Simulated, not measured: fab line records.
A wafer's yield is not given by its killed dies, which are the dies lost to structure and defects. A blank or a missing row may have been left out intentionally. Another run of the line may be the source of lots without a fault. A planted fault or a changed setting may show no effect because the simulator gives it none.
The same fault as seen by 2 desks / flow berkeley_cmos170 / each desk holds nothing but its own numbers, with what lay behind them at the end

== TOOL OWNER'S DESK, litho_track-01 ==
The tool's own readings at UCB170_V2_SOFTBAKE_08 (time 60 s): means of the sampled wafers that have a number, for each lot that ran on this tool. A lot is out of limits, marked OUT, if its mean lies more than 4 standard deviations from the usual mean; the brackets give that distance.
Columns: A = plate_temp_C at UCB170_V2_SOFTBAKE_08, usual 130.01 C; B = run_length_s at UCB170_V2_SOFTBAKE_08, usual 89.07 s
lot=L261; first seen here=day 8 12:55; A=130.14; B=89.23
lot=L260; first seen here=day 8 15:08; A=129.94; B=89.23
lot=L267; first seen here=day 10 08:39; A=129.90; B=89.15
lot=L268; first seen here=day 11 09:47; A=130.29; B=94.72 (+35) OUT
lot=L270; first seen here=day 11 12:47; A=129.88; B=94.67 (+35) OUT
lot=L271; first seen here=day 11 16:02; A=130.05; B=94.55 (+34) OUT
lot=L269; first seen here=day 11 17:15; A=130.13; B=94.65 (+35) OUT
This desk finds L268, L269, L270, L271 out of limits, L268 being first, at day 11 09:47 (run_length_s at UCB170_V2_SOFTBAKE_08). L261, L260, L267 stayed within limits.

== AT THE METROLOGY DESK ==
What the gauges read, lot by lot, whatever tool the lot ran on: means of the sampled wafers that have a number. A lot is out of limits, marked OUT, if its mean lies more than 4 standard deviations from the usual mean; the brackets give that distance.
Columns: A = cd_nm at UCB170_M2_CD_MEAS_90, usual 698 nm
lot=L261; first seen here=day 8 11:05; A=698
lot=L260; first seen here=day 8 13:50; A=696
lot=L263; first seen here=day 9 10:47; A=693
lot=L267; first seen here=day 10 07:21; A=701
lot=L268; first seen here=day 11 08:28; A=697
lot=L270; first seen here=day 11 10:55; A=697
lot=L271; first seen here=day 11 14:03; A=701
lot=L269; first seen here=day 11 15:34; A=695
lot=L274; first seen here=day 12 01:38; A=702
lot=L275; first seen here=day 12 08:26; A=699
lot=L276; first seen here=day 12 09:00; A=704
lot=L277; first seen here=day 12 21:37; A=696
lot=L278; first seen here=day 12 21:58; A=702
lot=L279; first seen here=day 13 05:16; A=699
lot=L281; first seen here=day 13 21:10; A=699
lot=L282; first seen here=day 13 21:29; A=699
This desk's finding: nothing out of limits on any of the 16 lots.

== BROUGHT TOGETHER ==
An alarm could have come from the tool owner's desk at day 11 09:47, on L268, L269, L270, L271.
From the metrology desk's view, nothing was out of limits.
The metrology desk has L268, L269, L270, L271 on record, within its limits.
All the named lots went through UCB170_V2_SOFTBAKE_08 on litho_track-01.

== WHAT THE SIMULATOR HAD INSERTED ==
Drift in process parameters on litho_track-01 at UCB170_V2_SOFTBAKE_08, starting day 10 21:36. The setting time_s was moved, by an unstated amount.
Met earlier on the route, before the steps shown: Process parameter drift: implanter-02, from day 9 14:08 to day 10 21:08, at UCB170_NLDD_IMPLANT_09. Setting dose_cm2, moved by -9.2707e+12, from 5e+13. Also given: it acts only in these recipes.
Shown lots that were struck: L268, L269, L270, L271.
Time in hours from fault onset to the first out-of-limits reading at each desk: the tool owner's desk, 12.
